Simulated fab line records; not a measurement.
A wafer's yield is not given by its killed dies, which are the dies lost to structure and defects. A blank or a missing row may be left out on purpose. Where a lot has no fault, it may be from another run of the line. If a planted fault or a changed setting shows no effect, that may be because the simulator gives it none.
Which tool was responsible? || flow rit-cmos || 15 lots, 45 wafers sampled, at 6 steps of a route of 202

== WHAT EACH GAUGE READ, for each wafer ==
RIT_ACTIVE_BOW_MEAS_00.
{"lot": "L626", "measured": "day 1 10:02", "on": "film-metro-04", "INCOMING_BOW (um)": "-10 -16 4"}
{"lot": "L628", "measured": "day 1 20:00", "on": "film-metro-04", "INCOMING_BOW (um)": "-5 -4 10"}
{"lot": "L629", "measured": "day 2 01:02", "on": "film-metro-02", "INCOMING_BOW (um)": "0 -9 2"}
{"lot": "L630", "measured": "day 2 06:01", "on": "film-metro-02", "INCOMING_BOW (um)": "4 -6 4"}
{"lot": "L632", "measured": "day 2 16:00", "on": "film-metro-02", "INCOMING_BOW (um)": "9 -10 -15"}
{"lot": "L633", "measured": "day 2 21:00", "on": "film-metro-02", "INCOMING_BOW (um)": "9 -2 -11"}
{"lot": "L634", "measured": "day 3 02:01", "on": "film-metro-02", "INCOMING_BOW (um)": "-4 10 6"}
{"lot": "L637", "measured": "day 3 17:01", "on": "film-metro-02", "INCOMING_BOW (um)": "-5 4 2"}
{"lot": "L641", "measured": "day 4 13:00", "on": "film-metro-04", "INCOMING_BOW (um)": "-11 -4 -13"}
{"lot": "L642", "measured": "day 4 18:00", "on": "film-metro-02", "INCOMING_BOW (um)": "3 12 8"}
{"lot": "L643", "measured": "day 4 23:01", "on": "film-metro-01", "INCOMING_BOW (um)": "-6 11 3"}
{"lot": "L645", "measured": "day 5 09:01", "on": "film-metro-01", "INCOMING_BOW (um)": "3 -1 -10"}
{"lot": "L646", "measured": "day 5 14:00", "on": "film-metro-01", "INCOMING_BOW (um)": "-2 -10 1"}
{"lot": "L647", "measured": "day 5 19:01", "on": "film-metro-04", "INCOMING_BOW (um)": "9 0 -1"}
{"lot": "L648", "measured": "day 6 00:00", "on": "film-metro-02", "INCOMING_BOW (um)": "10 -2 4"}

RIT_WELLDRIVE_RS_MEAS_02: uses a four-point probe to measure.
{"lot": "L626", "measured": "day 2 12:47", "on": "film-metro-03", "PWELL_RS (ohm/sq)": "429.8 430.2 431.0"}
{"lot": "L628", "measured": "day 2 20:47", "on": "film-metro-03", "PWELL_RS (ohm/sq)": "428.6 428.7 427.0"}
{"lot": "L629", "measured": "day 3 00:37", "on": "film-metro-03", "PWELL_RS (ohm/sq)": "430.6 429.1 429.6"}
{"lot": "L630", "measured": "day 3 05:28", "on": "film-metro-01", "PWELL_RS (ohm/sq)": "427.4 427.7 428.0"}
{"lot": "L632", "measured": "day 3 17:10", "on": "film-metro-01", "PWELL_RS (ohm/sq)": "431.4 430.4 431.5"}
{"lot": "L633", "measured": "day 3 20:31", "on": "film-metro-03", "PWELL_RS (ohm/sq)": "430.2 430.9 431.5"}
{"lot": "L634", "measured": "day 4 01:37", "on": "film-metro-03", "PWELL_RS (ohm/sq)": "429.4 430.5 431.4"}
{"lot": "L637", "measured": "day 4 22:25", "on": "film-metro-01", "PWELL_RS (ohm/sq)": "429.8 429.8 430.2"}
{"lot": "L641", "measured": "day 5 22:07", "on": "film-metro-03", "PWELL_RS (ohm/sq)": "429.7 430.6 430.0"}
{"lot": "L642", "measured": "day 6 03:46", "on": "film-metro-01", "PWELL_RS (ohm/sq)": "429.2 429.9 429.6"}
{"lot": "L643", "measured": "day 6 11:40", "on": "film-metro-01", "PWELL_RS (ohm/sq)": "429.5 428.8 429.2"}
{"lot": "L645", "measured": "day 6 19:53", "on": "film-metro-01", "PWELL_RS (ohm/sq)": "428.2 429.6 429.9"}
{"lot": "L646", "measured": "day 6 19:52", "on": "film-metro-04", "PWELL_RS (ohm/sq)": "429.5 428.5 430.5"}
{"lot": "L647", "measured": "day 7 01:15", "on": "film-metro-03", "PWELL_RS (ohm/sq)": "429.8 430.2 429.5"}
{"lot": "L648", "measured": "day 7 01:29", "on": "film-metro-01", "PWELL_RS (ohm/sq)": "427.7 429.0 429.5"}

RIT_NRETRO_TW_MEAS_10.
{"lot": "L626", "measured": "day 2 14:23", "on": "film-metro-01", "NRETRO_TW": "1062 1070 1063"}
{"lot": "L628", "measured": "day 2 22:33", "on": "film-metro-02", "NRETRO_TW": "1058 1065 1065"}
{"lot": "L629", "measured": "day 3 02:32", "on": "film-metro-04", "NRETRO_TW": "1065 1070 1074"}
{"lot": "L630", "measured": "day 3 07:04", "on": "film-metro-02", "NRETRO_TW": "1064 1062 1061"}
{"lot": "L632", "measured": "day 3 18:55", "on": "film-metro-01", "NRETRO_TW": "1062 1062 1063"}
{"lot": "L633", "measured": "day 3 22:14", "on": "film-metro-01", "NRETRO_TW": "1060 1059 1061"}
{"lot": "L634", "measured": "day 4 03:13", "on": "film-metro-04", "NRETRO_TW": "1075 1074 1074"}
{"lot": "L637", "measured": "day 5 00:08", "on": "film-metro-02", "NRETRO_TW": "1064 1064 1061"}
{"lot": "L641", "measured": "day 5 23:51", "on": "film-metro-01", "NRETRO_TW": "30 30 30"}
{"lot": "L642", "measured": "day 6 05:30", "on": "film-metro-01", "NRETRO_TW": "30 30 30"}
{"lot": "L643", "measured": "day 6 13:31", "on": "film-metro-02", "NRETRO_TW": "30 30 30"}
{"lot": "L645", "measured": "day 6 21:44", "on": "film-metro-02", "NRETRO_TW": "1064 1069 1070"}
{"lot": "L646", "measured": "day 6 21:58", "on": "film-metro-01", "NRETRO_TW": "1074 1072 1074"}
{"lot": "L647", "measured": "day 7 02:59", "on": "film-metro-01", "NRETRO_TW": "1060 1056 1063"}
{"lot": "L648", "measured": "day 7 03:07", "on": "film-metro-01", "NRETRO_TW": "1065 1068 1060"}

RIT_PRETRO_TW_MEAS_10.
{"lot": "L626", "measured": "day 2 15:56", "on": "film-metro-04", "PRETRO_TW": "483.8 482.9 482.1"}
{"lot": "L628", "measured": "day 3 00:13", "on": "film-metro-04", "PRETRO_TW": "478.4 476.7 479.4"}
{"lot": "L629", "measured": "day 3 04:26", "on": "film-metro-02", "PRETRO_TW": "475.2 475.8 479.0"}
{"lot": "L630", "measured": "day 3 08:45", "on": "film-metro-03", "PRETRO_TW": "482.1 480.4 474.5"}
{"lot": "L632", "measured": "day 3 20:28", "on": "film-metro-02", "PRETRO_TW": "475.5 476.6 473.9"}
{"lot": "L633", "measured": "day 3 23:55", "on": "film-metro-03", "PRETRO_TW": "482.7 483.7 481.7"}
{"lot": "L634", "measured": "day 4 04:46", "on": "film-metro-03", "PRETRO_TW": "481.0 482.9 480.8"}
{"lot": "L637", "measured": "day 5 01:55", "on": "film-metro-02", "PRETRO_TW": "475.1 474.7 475.5"}
{"lot": "L641", "measured": "day 6 01:24", "on": "film-metro-02", "PRETRO_TW": "30.2 30.3 30.1"}
{"lot": "L642", "measured": "day 6 07:03", "on": "film-metro-03", "PRETRO_TW": "30.2 30.2 30.3"}
{"lot": "L643", "measured": "day 6 15:04", "on": "film-metro-03", "PRETRO_TW": "30.0 30.1 30.1"}
{"lot": "L645", "measured": "day 6 23:26", "on": "film-metro-02", "PRETRO_TW": "479.4 478.9 477.7"}
{"lot": "L646", "measured": "day 6 23:46", "on": "film-metro-03", "PRETRO_TW": "479.5 476.8 478.3"}
{"lot": "L647", "measured": "day 7 04:53", "on": "film-metro-03", "PRETRO_TW": "475.7 473.5 476.4"}
{"lot": "L648", "measured": "day 7 05:04", "on": "film-metro-04", "PRETRO_TW": "480.5 480.9 480.2"}

RIT_PLDD_OVL_MEAS_06.
{"lot": "L626", "measured": "day 3 05:34", "on": "overlay-02", "PLDD_OVL (nm)": "-1.8 -1.5 -1.0"}
{"lot": "L628", "measured": "day 3 15:31", "on": "overlay-02", "PLDD_OVL (nm)": "1.1 -0.3 -0.1"}
{"lot": "L629", "measured": "day 3 18:01", "on": "overlay-01", "PLDD_OVL (nm)": "-1.6 -0.1 0.5"}
{"lot": "L630", "measured": "day 4 00:56", "on": "overlay-02", "PLDD_OVL (nm)": "0.0 2.2 -0.4"}
{"lot": "L632", "measured": "day 4 19:38", "on": "overlay-01", "PLDD_OVL (nm)": "0.3 -0.7 -1.1"}
{"lot": "L633", "measured": "day 4 19:53", "on": "overlay-02", "PLDD_OVL (nm)": "2.1 2.1 1.5"}
{"lot": "L634", "measured": "day 5 00:32", "on": "overlay-02", "PLDD_OVL (nm)": "-2.7 -3.5 -1.4"}
{"lot": "L637", "measured": "day 6 01:13", "on": "overlay-02", "PLDD_OVL (nm)": "-0.2 -0.6 -0.8"}
{"lot": "L641", "measured": "day 6 22:22", "on": "overlay-01", "PLDD_OVL (nm)": "-3.4 -1.9 -1.8"}
{"lot": "L642", "measured": "day 7 06:16", "on": "overlay-01", "PLDD_OVL (nm)": "-2.7 -1.0 -2.7"}
{"lot": "L643", "measured": "day 7 06:56", "on": "overlay-01", "PLDD_OVL (nm)": "-3.6 -0.6 -3.3"}
{"lot": "L645", "measured": "day 7 18:45", "on": "overlay-01", "PLDD_OVL (nm)": "-0.9 -0.1 -0.7"}
{"lot": "L646", "measured": "day 7 16:06", "on": "overlay-01", "PLDD_OVL (nm)": "1.4 -1.1 -0.4"}
{"lot": "L647", "measured": "day 7 19:02", "on": "overlay-02", "PLDD_OVL (nm)": "3.8 2.0 2.8"}
{"lot": "L648", "measured": "day 7 19:19", "on": "overlay-02", "PLDD_OVL (nm)": "-0.2 -2.5 -0.3"}

== EACH LOT AND THE TOOL THAT RAN IT (in order: tool; ch and the chambers of the sampled wafers; start) ==
{"lot": "L626", "RIT_PWELL_STRIP_09": "plasma-asher-01 ch 0,1, day 2 06:22"}
{"lot": "L628", "RIT_PWELL_STRIP_09": "plasma-asher-01 ch 0,1, day 2 14:46"}
{"lot": "L629", "RIT_PWELL_STRIP_09": "plasma-asher-04 ch 0,1, day 2 19:12"}
{"lot": "L630", "RIT_PWELL_STRIP_09": "plasma-asher-01 ch 0,1, day 2 21:30"}
{"lot": "L632", "RIT_PWELL_STRIP_09": "plasma-asher-04 ch 0,1, day 3 10:57"}
{"lot": "L633", "RIT_PWELL_STRIP_09": "plasma-asher-01 ch 0,1, day 3 13:05"}
{"lot": "L634", "RIT_PWELL_STRIP_09": "plasma-asher-01 ch 0,1, day 3 17:27"}
{"lot": "L637", "RIT_PWELL_STRIP_09": "plasma-asher-04 ch 0,1, day 4 13:52"}
{"lot": "L641", "RIT_PWELL_STRIP_09": "plasma-asher-01 ch 0,1, day 5 13:28"}
{"lot": "L642", "RIT_PWELL_STRIP_09": "plasma-asher-04 ch 0,1, day 5 18:07"}
{"lot": "L643", "RIT_PWELL_STRIP_09": "plasma-asher-03 ch 0,1, day 6 03:28"}
{"lot": "L645", "RIT_PWELL_STRIP_09": "plasma-asher-04 ch 0,1, day 6 12:52"}
{"lot": "L646", "RIT_PWELL_STRIP_09": "plasma-asher-03 ch 0,1, day 6 14:08"}
{"lot": "L647", "RIT_PWELL_STRIP_09": "plasma-asher-04 ch 0,1, day 6 19:47"}
{"lot": "L648", "RIT_PWELL_STRIP_09": "plasma-asher-01 ch 0,1, day 6 20:01"}
- RIT_PWELL_STRIP_09: strips in O2, time 180 s.

== WHAT THE TOOLS THEMSELVES READ (means of the sampled wafers that have a number; where no wafer has one, the mark that the record gives instead) ==
RIT_PWELL_STRIP_09.
{"lot": "L626", "tool": "plasma-asher-01", "chamber-pressure-mTorr (mTorr)": 3999, "drypump-motor-current-A (A)": 6.4}
{"lot": "L628", "tool": "plasma-asher-01", "chamber-pressure-mTorr (mTorr)": 3999, "drypump-motor-current-A (A)": 6.4}
{"lot": "L629", "tool": "plasma-asher-04", "chamber-pressure-mTorr (mTorr)": 4001, "drypump-motor-current-A (A)": 5.5}
{"lot": "L630", "tool": "plasma-asher-01", "chamber-pressure-mTorr (mTorr)": 4000, "drypump-motor-current-A (A)": 6.4}
{"lot": "L632", "tool": "plasma-asher-04", "chamber-pressure-mTorr (mTorr)": 4002, "drypump-motor-current-A (A)": 5.5}
{"lot": "L633", "tool": "plasma-asher-01", "chamber-pressure-mTorr (mTorr)": 4001, "drypump-motor-current-A (A)": 6.4}
{"lot": "L634", "tool": "plasma-asher-01", "chamber-pressure-mTorr (mTorr)": 4000, "drypump-motor-current-A (A)": 6.4}
{"lot": "L637", "tool": "plasma-asher-04", "chamber-pressure-mTorr (mTorr)": 4000, "drypump-motor-current-A (A)": 6.1}
{"lot": "L641", "tool": "plasma-asher-01", "chamber-pressure-mTorr (mTorr)": "-", "drypump-motor-current-A (A)": "-"}
{"lot": "L642", "tool": "plasma-asher-04", "chamber-pressure-mTorr (mTorr)": "-", "drypump-motor-current-A (A)": "-"}
{"lot": "L643", "tool": "plasma-asher-03", "chamber-pressure-mTorr (mTorr)": "-", "drypump-motor-current-A (A)": "-"}
{"lot": "L645", "tool": "plasma-asher-04", "chamber-pressure-mTorr (mTorr)": 4002, "drypump-motor-current-A (A)": 6.1}
{"lot": "L646", "tool": "plasma-asher-03", "chamber-pressure-mTorr (mTorr)": 4002, "drypump-motor-current-A (A)": 5.6}
{"lot": "L647", "tool": "plasma-asher-04", "chamber-pressure-mTorr (mTorr)": 3999, "drypump-motor-current-A (A)": 6.0}
{"lot": "L648", "tool": "plasma-asher-01", "chamber-pressure-mTorr (mTorr)": 3998, "drypump-motor-current-A (A)": 6.5}

== THE ANSWER, worked out from the rows above alone ==
Rule: the usual values come from the lots themselves. The widest of any qualifying gaps counts: lots, ordered by their means at a reading, are off when they make up no more than a third of the lots, leave a main group of 4 or more, and stand apart from it by 3 or more times the standard deviation of that group's means. Not used: any main group whose means are identical at the precision the tables above print for the reading. A lot without any number at a reading at which 4 lots or more have one is off too. All remaining lots with rows at the step are treated as sound. The gauges are gone through in route order, then the tools' own readings, and for those a lot's mean is taken as printed above. The first step at which some lot is off is used, and at that step the reading that is off furthest; a lot without a number counts as furthest.
Off: at RIT_NRETRO_TW_MEAS_10 (NRETRO_TW), L641, L642, L643. Mean 1065 and standard deviation 4.7 in the main group.
If a tool, at a process step before that reading, ran all the lots that are off and no sound lot after the first of them, it fits. The gauges at RIT_NRETRO_TW_MEAS_10 aren't tried: what is off there is off at RIT_PWELL_STRIP_09 too, on other tools, and a gauge's error can't cause that. Of those tried, none fits.

== WHAT THE SIMULATOR HAD INSERTED ==
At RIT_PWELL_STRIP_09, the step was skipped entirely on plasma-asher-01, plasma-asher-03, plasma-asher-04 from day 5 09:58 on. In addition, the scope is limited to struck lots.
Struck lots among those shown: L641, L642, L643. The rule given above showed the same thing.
